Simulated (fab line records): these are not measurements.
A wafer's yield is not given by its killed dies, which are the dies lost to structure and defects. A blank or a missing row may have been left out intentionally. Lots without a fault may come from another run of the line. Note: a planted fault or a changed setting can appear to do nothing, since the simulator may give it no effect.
Split-lot experiment || flow berkeley-cmos170 || 23 wafers read across 5 lots, on a route 331 steps long

== THE SPLIT ITSELF ==
At UCB170_V2_PEB_10, the setting peb-temp-c was moved away from the recipe's 130 C on 8 of the 23 wafers read, by -1.9% to +2.5%. The other wafers ran this setting at the recipe's value.

== FROM THE SPLIT TO THE READING: what the file shows between them, 4 steps ==
- UCB170_V2_DEVELOP_11: develop time 45 s
- UCB170_V2_CD_MEAS_12: target cd 700 nm
- UCB170_V2_ETCH_14: etches SiO2 in CHF3/CF4/Ar, stops on Al, target depth 1250 nm, time 291 s
- UCB170_V2_STRIP_15: strips in O2

== THE READING ==
cd-nm at UCB170_V2_CD_MEAS_90, given in nm (cd target 700 nm). Fault-free wafers of this fab line usually give 700.2 nm, standard deviation 1.4 nm.

{"wafer": "L077.1", "tool, chamber at the split": "litho-track-03, 0", "peb-temp-c as run, C": 130, "against the recipe": "recipe", "cd-nm, nm": 699.7, "against lot-mates on the recipe": "-"}
{"wafer": "L077.2", "tool, chamber at the split": "litho-track-03, 0", "peb-temp-c as run, C": 130, "against the recipe": "recipe", "cd-nm, nm": 699.8, "against lot-mates on the recipe": "-"}
{"wafer": "L077.3", "tool, chamber at the split": "litho-track-03, 0", "peb-temp-c as run, C": 127.7, "against the recipe": "-1.8%", "cd-nm, nm": 684.0, "against lot-mates on the recipe": -16.1}
{"wafer": "L077.4", "tool, chamber at the split": "litho-track-03, 0", "peb-temp-c as run, C": 130, "against the recipe": "recipe", "cd-nm, nm": 700.7, "against lot-mates on the recipe": "-"}
{"wafer": "L077.5", "tool, chamber at the split": "litho-track-03, 0", "peb-temp-c as run, C": 127.7, "against the recipe": "-1.8%", "cd-nm, nm": 684.4, "against lot-mates on the recipe": -15.7}
{"wafer": "L078.1", "tool, chamber at the split": "litho-track-04, 0", "peb-temp-c as run, C": 127.5, "against the recipe": "-1.9%", "cd-nm, nm": 670.1, "against lot-mates on the recipe": -31.0}
{"wafer": "L078.2", "tool, chamber at the split": "litho-track-04, 0", "peb-temp-c as run, C": 127.5, "against the recipe": "-1.9%", "cd-nm, nm": 671.2, "against lot-mates on the recipe": -29.9}
{"wafer": "L078.3", "tool, chamber at the split": "litho-track-04, 0", "peb-temp-c as run, C": 127.5, "against the recipe": "-1.9%", "cd-nm, nm": 682.8, "against lot-mates on the recipe": -18.3}
{"wafer": "L078.5", "tool, chamber at the split": "litho-track-04, 0", "peb-temp-c as run, C": 130, "against the recipe": "recipe", "cd-nm, nm": 701.2, "against lot-mates on the recipe": "-"}
{"wafer": "L078.6", "tool, chamber at the split": "litho-track-04, 0", "peb-temp-c as run, C": 130, "against the recipe": "recipe", "cd-nm, nm": 701.0, "against lot-mates on the recipe": "-"}
{"wafer": "L083.1", "tool, chamber at the split": "litho-track-04, 0", "peb-temp-c as run, C": 130, "against the recipe": "recipe", "cd-nm, nm": 700.3, "against lot-mates on the recipe": "-"}
{"wafer": "L083.2", "tool, chamber at the split": "litho-track-04, 0", "peb-temp-c as run, C": 130, "against the recipe": "recipe", "cd-nm, nm": 700.1, "against lot-mates on the recipe": "-"}
{"wafer": "L083.4", "tool, chamber at the split": "litho-track-04, 0", "peb-temp-c as run, C": 130, "against the recipe": "recipe", "cd-nm, nm": 698.9, "against lot-mates on the recipe": "-"}
{"wafer": "L083.5", "tool, chamber at the split": "litho-track-04, 0", "peb-temp-c as run, C": 130, "against the recipe": "recipe", "cd-nm, nm": 699.0, "against lot-mates on the recipe": "-"}
{"wafer": "L083.6", "tool, chamber at the split": "litho-track-04, 0", "peb-temp-c as run, C": 130, "against the recipe": "recipe", "cd-nm, nm": 699.7, "against lot-mates on the recipe": "-"}
{"wafer": "L084.1", "tool, chamber at the split": "litho-track-03, 0", "peb-temp-c as run, C": 130, "against the recipe": "recipe", "cd-nm, nm": 701.4, "against lot-mates on the recipe": "-"}
{"wafer": "L084.3", "tool, chamber at the split": "litho-track-03, 0", "peb-temp-c as run, C": 133.2, "against the recipe": "+2.5%", "cd-nm, nm": 720.4, "against lot-mates on the recipe": "+18.6"}
{"wafer": "L084.4", "tool, chamber at the split": "litho-track-03, 0", "peb-temp-c as run, C": 133.2, "against the recipe": "+2.5%", "cd-nm, nm": 720.3, "against lot-mates on the recipe": "+18.5"}
{"wafer": "L084.5", "tool, chamber at the split": "litho-track-03, 0", "peb-temp-c as run, C": 133.2, "against the recipe": "+2.5%", "cd-nm, nm": 721.5, "against lot-mates on the recipe": "+19.7"}
{"wafer": "L084.6", "tool, chamber at the split": "litho-track-03, 0", "peb-temp-c as run, C": 130, "against the recipe": "recipe", "cd-nm, nm": 702.3, "against lot-mates on the recipe": "-"}
{"wafer": "L082.1", "tool, chamber at the split": "litho-track-02, 0", "peb-temp-c as run, C": 130, "against the recipe": "recipe", "cd-nm, nm": 698.1, "against lot-mates on the recipe": "-"}
{"wafer": "L082.2", "tool, chamber at the split": "litho-track-02, 0", "peb-temp-c as run, C": 130, "against the recipe": "recipe", "cd-nm, nm": 699.9, "against lot-mates on the recipe": "-"}
{"wafer": "L082.6", "tool, chamber at the split": "litho-track-02, 0", "peb-temp-c as run, C": 130, "against the recipe": "recipe", "cd-nm, nm": 699.2, "against lot-mates on the recipe": "-"}

FIT RESULTS
A straight line over all 23 wafers: cd-nm changes by +9.93 nm for each +1% of peb-temp-c; r = +0.97; the points scatter about the line by 3.5 nm.
The same after taking each lot's own level away (the mean of its wafers on the recipe; 23 wafers): +9.71 nm for each +1%; r = +0.96; scatter 3.8 nm.
That fit puts the effect of the largest move of peb-temp-c on the reading at 24 nm.
From 699.07 to 701.85 nm: that is the span of the lots' own levels, equal to 2.0 times the standard deviation above.
So the lot-to-lot level changes the slope little: the two slopes agree.
Check: for one of the wafers moved furthest among these (+2.5%), held out of the fit, the line's prediction against its lot-mates is +23.5 nm. Against them it came out at +18.6 nm.

== THESE WAFERS: OTHER SPLITS ==
Before the reading, these wafers also passed through other splits. Each is held against what the fit with the lots' levels taken away leaves over:
{"other split on the same wafers": "UCB170_M1_COAT_04 resist-thk-nm", "wafers away from the commonest value": 9, "r with cd-nm (lot level and that fit taken away)": "+0.42"}
{"other split on the same wafers": "UCB170_M1_METAL_ETCH_12 icp-w", "wafers away from the commonest value": 8, "r with cd-nm (lot level and that fit taken away)": "+0.29"}
{"other split on the same wafers": "UCB170_V1_COAT_07 spin-rpm", "wafers away from the commonest value": 10, "r with cd-nm (lot level and that fit taken away)": "+0.20"}
{"other split on the same wafers": "UCB170_M2_PEB_13 peb-temp-c", "wafers away from the commonest value": 7, "r with cd-nm (lot level and that fit taken away)": -0.10}
{"other split on the same wafers": "UCB170_M2_DEVELOP_14 develop-time-s", "wafers away from the commonest value": 9, "r with cd-nm (lot level and that fit taken away)": -0.27}
{"other split on the same wafers": "UCB170_V2_EXPOSE_09 dose-mj", "wafers away from the commonest value": 2, "r with cd-nm (lot level and that fit taken away)": "+0.86"}

== THE WHOLE CHAIN: every reading that the file lists as answering this split, in the file's order ==
{"step": "UCB170_V2_CD_MEAS_12", "what it does": "target cd 700 nm", "reading": "cd-nm", "change (the file's fit)": "+9.68 nm for each +1% of the setting", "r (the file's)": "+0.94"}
{"step": "UCB170_V2_ETCH_14", "what it does": "etches SiO2 in CHF3/CF4/Ar, stops on Al, target depth 1250 nm, time 291 s", "reading": "V2.cd-nm (the simulator's own value, which no gauge read)", "change (the file's fit)": "+9.72 nm for each +1% of the setting", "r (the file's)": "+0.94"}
{"step": "UCB170_V2_CD_MEAS_90", "what it does": "target cd 700 nm", "reading": "cd-nm", "change (the file's fit)": "+9.73 nm for each +1% of the setting", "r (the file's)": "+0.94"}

== FILE'S OWN FIT ==
cd-nm changes by +9.73 nm for each +1% of peb-temp-c, r = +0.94.
